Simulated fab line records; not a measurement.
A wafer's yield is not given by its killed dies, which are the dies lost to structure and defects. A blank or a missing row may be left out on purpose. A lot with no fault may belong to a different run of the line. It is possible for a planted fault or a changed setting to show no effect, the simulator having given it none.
Split-lot study + flow rit cmos + 5 lots, 23 wafers read, on a route of 202 steps

THE SPLIT ITSELF
At RIT_M1_EXPOSE_06 (exposes mask M12, target cd 2600 nm), the setting dose mj was moved away from the recipe's 250 on 10 of the 23 wafers read, by -5.8% to +6.4%. All remaining wafers had this setting at the recipe value.

FROM THE SPLIT TO THE READING: what the file shows between them, 7 steps
- RIT_M1_PEB_07
- RIT_M1_DEVELOP_08: develop time 68 s
- RIT_M1_CD_MEAS_09: target cd 2600 nm
- RIT_M1_HARDBAKE_11: time 120 s
- RIT_M1_METAL_ETCH_12: etches Al in Cl2/BCl3, stops on SiO2, time 165 s, target depth 600 nm
- RIT_M1_STRIP_13: strips in nmp, time 600 s
- RIT_M1_STRIP_14: strips in O2, time 180 s

THE READING
cd nm, in nm, at RIT_M1_CD_MEAS_90 (target cd 2600 nm). A value of 2599 nm with a standard deviation of 4 nm is what fault-free wafers of this fab line usually give.

| wafer  | tool, chamber at the split | dose mj as run | against the recipe | cd nm, nm | against lot-mates on the recipe |
|--------|----------------------------|----------------|--------------------|-----------|---------------------------------|
| L077.1 | iline stepper-02, 0        | 250            | recipe             | 2601      | -                               |
| L077.2 | iline stepper-02, 0        | 263.6          | +5.4%              | 2589      | -14                             |
| L077.3 | iline stepper-02, 0        | 263.6          | +5.4%              | 2588      | -16                             |
| L077.4 | iline stepper-02, 0        | 263.6          | +5.4%              | 2590      | -14                             |
| L077.6 | iline stepper-02, 0        | 250            | recipe             | 2606      | -                               |
| L076.2 | iline stepper-02, 0        | 250            | recipe             | 2590      | -                               |
| L076.3 | iline stepper-02, 0        | 250            | recipe             | 2593      | -                               |
| L076.4 | iline stepper-02, 0        | 250            | recipe             | 2598      | -                               |
| L080.2 | iline stepper-02, 0        | 250            | recipe             | 2598      | -                               |
| L080.3 | iline stepper-02, 0        | 250            | recipe             | 2598      | -                               |
| L080.4 | iline stepper-02, 0        | 250            | recipe             | 2594      | -                               |
| L080.5 | iline stepper-02, 0        | 260.3          | +4.1%              | 2581      | -16                             |
| L080.6 | iline stepper-02, 0        | 260.3          | +4.1%              | 2589      | -8                              |
| L082.1 | iline stepper-01, 0        | 235.4          | -5.8%              | 2615      | +15                             |
| L082.2 | iline stepper-01, 0        | 235.4          | -5.8%              | 2618      | +18                             |
| L082.3 | iline stepper-01, 0        | 250            | recipe             | 2597      | -                               |
| L082.4 | iline stepper-01, 0        | 235.4          | -5.8%              | 2616      | +16                             |
| L082.5 | iline stepper-01, 0        | 250            | recipe             | 2603      | -                               |
| L085.1 | iline stepper-02, 0        | 250            | recipe             | 2596      | -                               |
| L085.2 | iline stepper-02, 0        | 250            | recipe             | 2594      | -                               |
| L085.3 | iline stepper-02, 0        | 266.1          | +6.4%              | 2578      | -17                             |
| L085.4 | iline stepper-02, 0        | 266.1          | +6.4%              | 2576      | -19                             |
| L085.6 | iline stepper-02, 0        | 250            | recipe             | 2594      | -                               |

THE FIT
A straight line over all 23 wafers: cd nm changes by -2.75 nm for each +1% of dose mj; r = -0.91; the points scatter about the line by 4.5 nm.
The same after taking each lot's own level away (the mean of its wafers on the recipe; 23 wafers): -2.75 nm for each +1%; r = -0.97; scatter 2.4 nm.
That fit puts the effect of the largest move of dose mj on the reading at 18 nm.
The span of the lots' own levels, 2593.7 to 2603.5 nm, comes to 2.5 times the standard deviation stated above.
So the lot-to-lot level changes the slope little: the two slopes agree.
Check: with one of the wafers moved furthest among these (+6.4%) left out of the fit, the line predicts -17.8 nm for it against its lot-mates. Against them it came out at -16.7 nm.

THE WHOLE CHAIN: every reading that the file lists as answering this split, in the file's order
| step                 | what it does                                                          | reading                                                   | change (the file's fit)              | r (the file's) |
|----------------------|-----------------------------------------------------------------------|-----------------------------------------------------------|--------------------------------------|----------------|
| RIT_M1_CD_MEAS_09    | target cd 2600 nm                                                     | cd nm                                                     | -2.78 nm for each +1% of the setting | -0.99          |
| RIT_M1_METAL_ETCH_12 | etches Al in Cl2/BCl3, stops on SiO2, time 165 s, target depth 600 nm | M1.cd nm (the simulator's own value, which no gauge read) | -2.76 nm for each +1% of the setting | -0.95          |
| RIT_M1_CD_MEAS_90    | target cd 2600 nm                                                     | cd nm                                                     | -2.77 nm for each +1% of the setting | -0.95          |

THE FILE'S OWN FIT
cd nm changes by -2.77 nm for each +1% of dose mj, r = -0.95.
